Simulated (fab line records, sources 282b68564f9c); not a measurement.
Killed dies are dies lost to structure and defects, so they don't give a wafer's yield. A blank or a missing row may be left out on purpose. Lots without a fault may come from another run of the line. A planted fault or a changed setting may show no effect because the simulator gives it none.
Which tool did it? | flow rit_cmos | 14 lots, 42 wafers sampled, at 2 steps of a route of 202

WHAT THE GAUGES READ, wafer by wafer
RIT_CONTACT_CD_MEAS_08: target cd 1000 nm.
lot  | measured    | on        | cd_nm (nm)
L602 | day 3 14:56 | cd_sem-02 | 999.7 1000.4 999.7
L603 | day 3 18:16 | cd_sem-02 | 997.2 996.7 999.5
L604 | day 4 01:07 | cd_sem-02 | 996.7 998.3 998.3
L607 | day 4 14:10 | cd_sem-01 | 999.2 1001.6 997.4
L608 | day 4 18:01 | cd_sem-01 | 999.3 1000.3 998.7
L609 | day 4 21:38 | cd_sem-02 | 999.3 1000.5 1001.3
L611 | day 5 11:31 | cd_sem-02 | 998.2 998.6 999.2
L612 | day 5 13:02 | cd_sem-02 | 998.3 999.8 999.3
L613 | day 5 20:59 | cd_sem-01 | 996.9 999.6 997.8
L614 | day 6 03:14 | cd_sem-01 | 1003.0 1003.2 1000.9
L617 | day 6 12:58 | cd_sem-01 | 1000.9 1000.2 998.7
L620 | day 7 03:35 | cd_sem-02 | 987.9 988.7 988.6
L621 | day 7 09:33 | cd_sem-02 | 993.8 992.5 991.7
L624 | day 8 02:03 | cd_sem-02 | 1001.7 1002.6 1000.5

WHICH TOOL RAN EACH LOT (tool, then ch and the chambers of the sampled wafers, then the start)
lot  | RIT_CONTACT_EXPOSE_05
L602 | iline_stepper-01 ch 0, day 3 14:25
L603 | iline_stepper-02 ch 0, day 3 17:46
L604 | iline_stepper-01 ch 0, day 4 00:36
L607 | iline_stepper-02 ch 0, day 4 13:39
L608 | iline_stepper-02 ch 0, day 4 17:31
L609 | iline_stepper-02 ch 0, day 4 21:07
L611 | iline_stepper-02 ch 0, day 5 11:01
L612 | iline_stepper-02 ch 0, day 5 12:31
L613 | iline_stepper-02 ch 0, day 5 20:28
L614 | iline_stepper-02 ch 0, day 6 02:33
L617 | iline_stepper-01 ch 0, day 6 12:27
L620 | iline_stepper-02 ch 0, day 7 03:05
L621 | iline_stepper-02 ch 0, day 7 09:02
L624 | iline_stepper-01 ch 0, day 8 01:32
- RIT_CONTACT_EXPOSE_05: exposes mask M11, target cd 1000 nm.

WHAT THE TOOLS THEMSELVES READ (means of the sampled wafers that have a number; where no wafer has one, the mark that the record gives instead)
RIT_CONTACT_EXPOSE_05.
lot  | tool             | exposure_dose_mJ_cm2
L602 | iline_stepper-01 | 249.99
L603 | iline_stepper-02 | 250.12
L604 | iline_stepper-01 | 250.05
L607 | iline_stepper-02 | 250.02
L608 | iline_stepper-02 | 249.56
L609 | iline_stepper-02 | 250.00
L611 | iline_stepper-02 | 249.82
L612 | iline_stepper-02 | 249.60
L613 | iline_stepper-02 | 250.29
L614 | iline_stepper-02 | 249.86
L617 | iline_stepper-01 | 249.69
L620 | iline_stepper-02 | 238.76
L621 | iline_stepper-02 | 241.51
L624 | iline_stepper-01 | 250.51

THE ANSWER, worked out from the rows above alone
Rule: what is usual is taken from the lots themselves. Put in order of their means at a reading, lots are off if they are a third of the lots or fewer, leave a main group of 4 or more, and stand apart from it by a gap of 3 or more times the standard deviation of the main group's means; of several such gaps the widest counts. A main group whose means are all the same, to the digits that the tables above print for the reading, isn't used. A lot without any number at a reading at which 4 lots or more have one is off too. The other lots that the step has rows for count as sound. The gauges are gone through in route order, then the tools' own readings, and for those a lot's mean is taken as printed above. The first step at which some lot is off is used, and at that step the reading that is off furthest; a lot without a number counts as furthest.
Off: L620, L621, at RIT_CONTACT_CD_MEAS_08 (cd_nm). The main group: mean 999.5 nm, standard deviation 1.4.
A tool fits if, at a process step before that reading, it ran every lot that is off, and no sound lot after the first of them. The gauges at RIT_CONTACT_CD_MEAS_08 aren't tried: what is off there is off at RIT_CONTACT_EXPOSE_05 too, on other tools, and a gauge's error can't cause that. One fits: iline_stepper-02 at RIT_CONTACT_EXPOSE_05. Its last sound lot is L614 (day 6 02:33), its first lot that is off L620 (day 7 03:05): a fault that began between those two fits.
The tool's own readings at RIT_CONTACT_EXPOSE_05 bear it out: on the lots that are off they differ by more than 5 times the standard deviation of the sound lots' means. exposure_dose_mJ_cm2 reads 240.13 there against 249.96 on the sound lots.

WHAT THE SIMULATOR HAD PUT IN
Process parameter drift: iline_stepper-02, from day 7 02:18 on, at RIT_CONTACT_EXPOSE_05. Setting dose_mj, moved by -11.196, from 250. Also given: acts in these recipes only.
Lots struck among those shown: L620, L621. The rule above found the same.
